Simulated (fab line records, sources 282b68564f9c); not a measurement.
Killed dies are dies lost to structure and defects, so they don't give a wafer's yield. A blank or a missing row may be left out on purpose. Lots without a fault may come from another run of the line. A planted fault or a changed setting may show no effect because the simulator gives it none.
fab line records | flow rit_cmos
record lots=6 wafers=18 last_day=7
route steps=202 shown ACTIVE@8 FOX1@20 M1@202
lots that met no fault: from a run of the same line without faults
start_h: hours from the record's first day to the start of the lot's first wafer shown | wait_h: hours since the lot's step before | " the same as in the row above | L1.1+2: a row that stands for several wafers | - no value, or no start given | * or withheld: withheld | < > ~ a bound
route shown NAME@n: a module of which the file shows steps, and the number in the route of the first | usual: mean/standard deviation of fault-free wafers | same: alike in all rows | chamber/n: place in a boat | sites: the reading at each site | _std_site: their standard deviation | _edge_site: outer sites' mean less inner sites' | radius_mm: how far each site lies from the wafer's centre | mask NAME#n: copy n | behind: the tool/chamber that last shaped the wafer | hold: why the lot was held/for how many hours/how that ended | device: the transistor (n, p or np) that didn't switch | end of line: the same wafers' tests at the end of the route | a step without rows: its recipe alone | killed: dies lost to structure and defects at the first sort, not the wafer's yield | map: a wafer's dies, x killed, . not, _ none there
set.NAME: the setting as run; set.NAME@STEP: as run at that earlier step | model.NAME: the simulator's own value behind a step, which no gauge read
lots at some steps of the route; a table a step, a row a wafer
services: from which hour (start_h, from the record's first day; less than 0 if before it) a tool's chamber was out of use, for how many hours, and why
## steps
# step RIT_ACTIVE_SOFTBAKE_07
# recipe resist=NOVOLAK temp_c=90 time_s=60
# step RIT_ACTIVE_EXPOSE_08
# recipe mask_id=M1 na=0.6 source_shape=conventional sigma_outer=0.6 target_cd_nm=1400 dose_mj=225
# step RIT_ACTIVE_PEB_09
# recipe resist=NOVOLAK temp_c=withheld time_s=withheld
# step RIT_ACTIVE_DEVELOP_10
# recipe resist=NOVOLAK develop_time_s=50 dev_temp_c=23
# step RIT_ACTIVE_CD_MEAS_11
# recipe target_cd_nm=1400
# usual cd_nm=1399.9/2.2
# columns lot.wafer tool chamber start_h wait_h cd_nm
L104.1 cd_sem-01 - 39.56 - 1402.1
L104.4 " - " " 1401.6
L104.6 " - " " 1399.8
L105.2 cd_sem-02 - 44.46 - 1399.0
L105.3 " - " " 1402.0
L105.5 " - " " 1400.8
L107.3 cd_sem-01 - 57.29 - 1396.2
L107.4 " - " " 1399.2
L107.6 " - " " 1394.7
L111.1 cd_sem-01 - 74.70 - 1401.2
L111.3 " - " " 1403.4
L111.5 " - " " 1401.1
L112.2 cd_sem-01 - 79.58 - 1396.9
L112.5 " - " " 1396.0
L112.6 " - " " 1396.0
L121.2 cd_sem-01 - 126.26 - 1402.1
L121.4 " - " " 1401.6
L121.6 " - " " 1401.5
# step RIT_ACTIVE_HARDBAKE_12
# recipe resist=NOVOLAK temp_c=139.1 time_s=60
# step RIT_ACTIVE_ETCH_13
# recipe stop_on=SiO2 chemistry=SF6 target=Si3N4 time_s=210 over_etch_frac=0.4 SF6_flow_sccm=200 pressure_mtorr=260 rf_w=125 target_depth_a=2100
# usual drypump_motor_current_A=6.0/0.46 oes_product_au=0.824/0.011 throttle_valve_pct=7.48/0.13
# same time_s=210
# columns lot.wafer tool chamber start_h wait_h drypump_motor_current_A oes_product_au rf_hours_counter_h throttle_valve_pct
L104.1 rie_diel-02 3 39.83 0.1 6.6 0.826 5 7.55
L104.4 " 2 " " 6.5 0.819 - 7.45
L104.6 " 3 " " 6.6 0.820 - 7.54
L105.2 rie_diel-03 1 44.71 0.1 5.9 0.815 144 7.30
L105.3 " 0 " " 5.3 0.822 9 7.54
L105.5 " 0 " " 5.3 0.833 - 7.53
L107.3 rie_diel-02 1 57.52 0.1 6.2 0.835 21 7.39
L107.4 " 2 " " 6.5 0.813 8 7.46
L107.6 " 2 " " 6.5 0.812 - 7.46
L111.1 rie_diel-04 0 74.97 0.1 5.5 0.805 3 7.40
L111.3 " 2 " " 6.4 0.795 4 7.72
L111.5 " 2 " " 6.4 0.799 - 7.72
L112.2 rie_diel-03 3 79.83 0.1 5.8 0.825 9 7.40
L112.5 " 3 " " 5.8 0.813 - 7.37
L112.6 " 0 " " 5.3 0.830 - 7.55
L121.2 rie_diel-04 2 126.51 0.1 6.3 0.813 5 7.72
L121.4 " 0 " " 5.5 0.823 4 7.40
L121.6 " 0 " " 5.5 0.817 - 7.39
# step RIT_ACTIVE_STRIP_14
# recipe chemistry=O2 time_s=180 resist=NOVOLAK platen_temp_c=withheld power_w=500 pressure_mtorr=4000 o2_flow_sccm=4000
# usual drypump_motor_current_A=5.8/0.49
# same time_s=180
# columns lot.wafer tool chamber start_h wait_h drypump_motor_current_A rf_hours_counter_h
L104.1 plasma_asher-01 0 40.03 0.1 5.7 44
L104.4 " 0 " " 5.7 -
L104.6 " 0 " " 5.8 -
L105.2 plasma_asher-03 0 44.84 0.1 5.8 30
L105.3 " 0 " " 5.7 -
L105.5 " 1 " " 5.1 -
L107.3 plasma_asher-03 0 57.71 0.1 5.7 -
L107.4 " 1 " " 5.1 -
L107.6 " 1 " " 5.1 -
L111.1 plasma_asher-04 0 75.10 0.1 6.7 49
L111.3 " 1 " " 5.2 -
L111.5 " 1 " " 5.2 -
L112.2 plasma_asher-01 1 79.97 0.1 6.3 48
L112.5 " 1 " " 6.3 -
L112.6 " 0 " " 5.7 -
L121.2 plasma_asher-03 1 126.64 0.1 5.1 39
L121.4 " 0 " " 5.7 -
L121.6 " 0 " " 5.8 -
# step RIT_ACTIVE_CD_MEAS_90
# recipe target_cd_nm=1400
# usual cd_nm=1399.9/2.2
# columns lot.wafer tool chamber start_h wait_h cd_nm
L104.1 cd_sem-01 - 40.21 0.1 1402.4
L104.4 " - " " 1401.4
L104.6 " - " " 1399.9
L105.2 cd_sem-02 - 45.04 0.1 1399.2
L105.3 " - " " 1402.1
L105.5 " - " " 1400.8
L107.3 cd_sem-01 - 57.87 0.1 1396.5
L107.4 " - " " 1399.1
L107.6 " - " " 1394.8
L111.1 cd_sem-02 - 75.28 0.1 1401.1
L111.3 " - " " 1403.8
L111.5 " - " " 1400.9
L112.2 cd_sem-01 - 80.16 0.1 1396.8
L112.5 " - " " 1395.8
L112.6 " - " " 1395.9
L121.2 cd_sem-02 - 126.84 0.1 1402.0
L121.4 " - " " 1401.6
L121.6 " - " " 1401.5
# step RIT_ACTIVE_CLEAN_15
# recipe chemistry=SC1 mix=3:3:50 time_s=600 temp_c=75
# step RIT_ACTIVE_CLEAN_16
# recipe chemistry=dHF dilution=50:1 time_s=29.33
# step RIT_ACTIVE_CLEAN_17
# recipe chemistry=SC2 mix=3:3:50 time_s=600 temp_c=75 dry=n2_spin
# step RIT_FOX1_OXIDATION_00
# recipe temp_c=1100 ambient=H2O target_thk_a=3507 p_h2o_torr=720 ox_time_s=1130
# usual ox_time_s=1130/0 zone_power_source_pct=43/3.6
# columns lot.wafer tool chamber start_h wait_h ox_time_s zone_power_source_pct model.SiO2_of_FOX1_OXIDATION_00.thk_nm
L104.1 furnace-02 0 40.77 0.0 1130 41 339.7
L104.4 " 0 " " 1130 42 345.3
L104.6 " 0 " " 1130 41 340.6
L105.2 furnace-01 0 46.17 0.6 1130 49 353.7
L105.3 " 0 " " 1130 50 360.3
L105.5 " 0 " " 1130 50 356.3
L107.3 furnace-02 0 58.31 0.0 1638.5 40 431.3
L107.4 " 0 " " 1638.5 41 431
L107.6 " 0 " " 1638.5 41 433.6
L111.1 furnace-04 0 76.11 0.0 1130 40 338.9
L111.3 " 0 " " 1130 40 344.7
L111.5 " 0 " " 1130 41 349.7
L112.2 furnace-02 0 80.77 0.1 1638.5 42 429.1
L112.5 " 0 " " 1638.5 42 425.1
L112.6 " 0 " " 1638.5 41 423.6
L121.2 furnace-01 0 129.72 2.2 1130 48 350.2
L121.4 " 0 " " 1130 49 350.8
L121.6 " 0 " " 1130 50 348.4
# step RIT_FOX1_THK_MEAS_01
# recipe reads=SiO2_of_FOX1_OXIDATION_00
# usual FOX1_OXIDE_THK=349/7.8
# columns lot.wafer tool chamber start_h wait_h FOX1_OXIDE_THK[nm]
L104.1 film_metro-03 - 42.08 0.0 340
L104.4 " - " " 345
L104.6 " - " " 341
L105.2 film_metro-02 - 47.50 0.0 354
L105.3 " - " " 360
L105.5 " - " " 356
L107.3 film_metro-02 - 59.65 0.0 431
L107.4 " - " " 431
L107.6 " - " " 434
L111.1 film_metro-01 - 77.43 0.0 339
L111.3 " - " " 345
L111.5 " - " " 350
L112.2 film_metro-01 - 82.09 0.0 429
L112.5 " - " " 425
L112.6 " - " " 424
L121.2 film_metro-03 - 131.05 0.0 350
L121.4 " - " " 351
L121.6 " - " " 349
# step RIT_FOX1_WET_ETCH_02
# recipe chemistry=BOE target_depth_nm=350 time_s=390 temp_c=21.5 dry=n2_spin dilution=10:1 target=SiO2
# step RIT_M1_PROBE_99
# usual killed_at_M0_to_M3=0.0/0.14 killed_at_front_end=6.5/2.9 killed_dies=6.6/3 killed_open=3.3/2 killed_short=3.3/1.9
# same gross_dies=264 killed_at_M4_up=0 killed_at_back_side=0 killed_at_contacts=0 killed_at_other=0
# columns lot.wafer tool chamber start_h wait_h killed_at_M0_to_M3 killed_at_front_end killed_dies killed_open killed_short model.etest.nldd.width_nm model.etest.pldd.width_nm model.etest.nplus_sal.width_nm model.etest.pplus_sal.width_nm model.etest.nmos_narrow.drive_ua_um model.etest.pmos_narrow.drive_ua_um model.etest.field_p_metal.vt_v model.etest.poly_comb_over_steps.leak_log10_a_um
L104.1 prober-02 - 83.67 0.1 0 8 8 2 6 3211 3203 3471 3473 233.4 101.4 -29.91 -12.38
L104.4 prober-02 - 83.82 0.2 0 8 8 5 3 3199 3187 3452 3424 234.9 102.4 -30.38 -12.92
L104.6 prober-02 - 83.92 0.2 0 12 12 5 7 3192 3194 3460 3463 224.4 98.79 -30.04 -12.28
L105.2 prober-01 - 86.69 0.1 0 10 10 8 2 3159 3143 3418 3413 217.7 99.95 -28.69 -12.7
L105.3 prober-01 - 86.74 0.2 0 6 6 3 3 3124 3140 3428 3442 222.2 102.7 -28.88 -12.7
L105.5 prober-01 - 86.84 0.2 0 5 5 1 4 3165 3148 3444 3456 219.9 102 -28.39 -12.86
L107.3 prober-01 - 100.09 0.2 0 5 5 1 4 3059 3062 3370 3382 216.1 94.89 -26.98 -12.77
L107.4 prober-01 - 100.14 0.2 0 6 6 2 4 3064 3041 3357 3337 212.7 93.44 -27.33 -11.19
L107.6 prober-01 - 100.24 0.2 0 3 3 0 3 3065 3065 3366 3360 213.4 94.59 -27.21 -10.76
L111.1 prober-01 - 116.38 0.1 0 7 7 7 0 3220 3212 3462 3444 232.1 100.3 -29.36 -12.59
L111.3 prober-01 - 116.48 0.2 0 12 12 5 7 3205 3191 3455 3465 230.4 98.9 -28.58 -12.87
L111.5 prober-01 - 116.58 0.2 0 3 3 1 2 3187 3187 3461 3456 226.8 96.92 -29.12 -12.78
L112.2 prober-02 - 123.21 0.1 0 4 4 4 0 3100 3105 3387 3386 204.9 90.1 -27.68 -12.52
L112.5 prober-02 - 123.36 0.2 0 8 8 6 2 3099 3095 3376 3364 202.7 90.4 -27.84 -11.63
L112.6 prober-02 - 123.41 0.2 0 2 2 1 1 3104 3094 3368 3373 200.5 88.49 -28.09 -12.09
L121.2 prober-01 - 177.58 0.1 0 12 12 5 7 3172 3178 3428 3466 219.7 101.2 -28.84 -12.88
L121.4 prober-01 - 177.68 0.2 1 6 7 5 2 3183 3172 3428 3450 226.4 105.4 -29.05 -12.79
L121.6 prober-01 - 177.78 0.2 0 7 7 4 3 3176 3172 3451 3412 225.7 104 -29.45 -12.92
# killed by level:class
L104.1 GATE:geometric_particle:short=5 FOX2:geometric_particle:short=1 FOX2:geometric_particle:open=1 SILICIDE:geometric_particle:open=1
L104.4 GATE:geometric_particle:open=5 GATE:geometric_particle:short=2 FOX1:geometric_particle:short=1
L104.6 FOX2:geometric_particle:open=2 FOX2:geometric_particle:short=2 GATE:geometric_particle:short=2 GATE:geometric_particle:open=2 REOX:geometric_particle:short=2 REOX:geometric_particle:open=1 SILICIDE:geometric_particle:short=1
L105.2 SPACER:geometric_particle:open=4 SILICIDE:geometric_particle:open=2 GATE:geometric_particle:open=1 GATE:geometric_particle:short=1 REOX:geometric_particle:open=1 SPACER:geometric_particle:short=1
L105.3 SPACER:geometric_particle:short=3 FOX1:geometric_particle:open=1 FOX2:geometric_particle:open=1 GATE:geometric_particle:open=1
L105.5 GATE:geometric_particle:short=2 FOX2:geometric_particle:short=1 SPACER:geometric_particle:open=1 SPACER:geometric_particle:short=1
L107.3 GATE:geometric_particle:short=2 ACTIVE:geometric_particle:short=1 FOX1:geometric_particle:short=1 GATE:geometric_particle:open=1
L107.4 GATE:geometric_particle:short=2 FOX1:geometric_particle:short=1 GATE:geometric_particle:open=1 SILICIDE:geometric_particle:open=1 SILICIDE:geometric_particle:short=1
L107.6 SPACER:geometric_particle:short=2 GATE:geometric_particle:short=1
L111.1 FOX1:geometric_particle:open=3 GATE:geometric_particle:open=3 REOX:geometric_particle:open=1
L111.3 FOX2:geometric_particle:open=2 GATE:geometric_particle:short=2 GATE:geometric_particle:open=2 REOX:geometric_particle:short=2 SPACER:geometric_particle:short=2 SILICIDE:geometric_particle:short=1 SILICIDE:geometric_particle:open=1
L111.5 FOX2:geometric_particle:open=1 FOX2:geometric_particle:short=1 GATE:geometric_particle:short=1
L112.2 GATE:geometric_particle:open=2 REOX:geometric_particle:open=1 SPACER:geometric_particle:open=1
L112.5 GATE:geometric_particle:open=3 FOX1:geometric_particle:short=1 FOX1:geometric_particle:open=1 GATE:geometric_particle:short=1 REOX:geometric_particle:open=1 SILICIDE:geometric_particle:open=1
L112.6 GATE:geometric_particle:short=1 SPACER:geometric_particle:open=1
L121.2 GATE:geometric_particle:open=3 REOX:geometric_particle:short=3 SPACER:geometric_particle:short=2 FOX2:geometric_particle:short=1 REOX:geometric_particle:open=1 SPACER:geometric_particle:open=1 SILICIDE:geometric_particle:short=1
L121.4 GATE:geometric_particle:open=3 FOX2:geometric_particle:short=1 GATE:geometric_particle:short=1 SPACER:geometric_particle:open=1 M1:geometric_particle:open=1
L121.6 GATE:geometric_particle:open=2 SPACER:geometric_particle:open=2 FOX2:geometric_particle:short=1 GATE:geometric_particle:short=1 SILICIDE:geometric_particle:short=1
## services
# columns tool chamber start_h hours kind
furnace-01 - 36.75 3.3 pm
rie_diel-02 1 36.91 5.5 repair
rie_diel-02 0 38.50 2.1 repair
rie_diel-03 2 39.61 - clean
rie_diel-03 2 39.61 23.6 scheduled_down
rie_diel-03 2 39.61 23.6 vent_cycle
rie_diel-04 - 67.33 4.4 repair
rie_diel-04 1 74.43 - clean
rie_diel-04 1 74.43 15.8 scheduled_down
rie_diel-04 1 74.43 15.8 vent_cycle
furnace-02 - 76.75 4.0 pm
furnace-04 - 88.56 78.9 pm
rie_diel-03 3 97.68 2.4 repair
plasma_asher-04 - 108.75 9.0 pm
plasma_asher-04 0 108.75 9.0 vent_cycle
plasma_asher-04 1 108.75 9.0 vent_cycle
rie_diel-03 3 110.18 6.8 repair
plasma_asher-04 0 117.75 - clean
plasma_asher-04 1 117.75 - clean
rie_diel-02 1 120.10 5.9 repair
rie_diel-03 - 125.75 2.8 pm
## key
first_sign step=RIT_FOX1_OXIDATION_00 reading=ox_time_s direction=up sigmas=99+ usual=* struck=*
effect step=RIT_FOX1_THK_MEAS_01 reading=FOX1_OXIDE_THK direction=up sigmas=10 usual=349 struck=429
model_effect step=RIT_FOX1_OXIDATION_00 value=SiO2_of_FOX1_OXIDATION_00.thk_nm without=342.3 struck=428.9
model_effect step=RIT_M1_PROBE_99 value=etest.nldd.width_nm without=3191 struck=3082
met_at RIT_FOX1_OXIDATION_00
struck_wafers L107.3,L107.4,L107.6,L112.2,L112.5,L112.6
tester_left_out L107,L112
onset_between 40.77 58.31
fault kind=process_parameter_drift tool=furnace-02 chamber=- onset_h=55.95 steps=RIT_FOX1_OXIDATION_00 channel=ox_time_s offset=* shape=step end_h=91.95 acts_in=* stated=*
# tester_left_out: of these lots the tester's yield and bins aren't shown, on N5 and GAA mostly nor the transistor test; their killed dies are dies lost to structure and defects alone, not to doping, threshold or leakage, so they don't give the yield
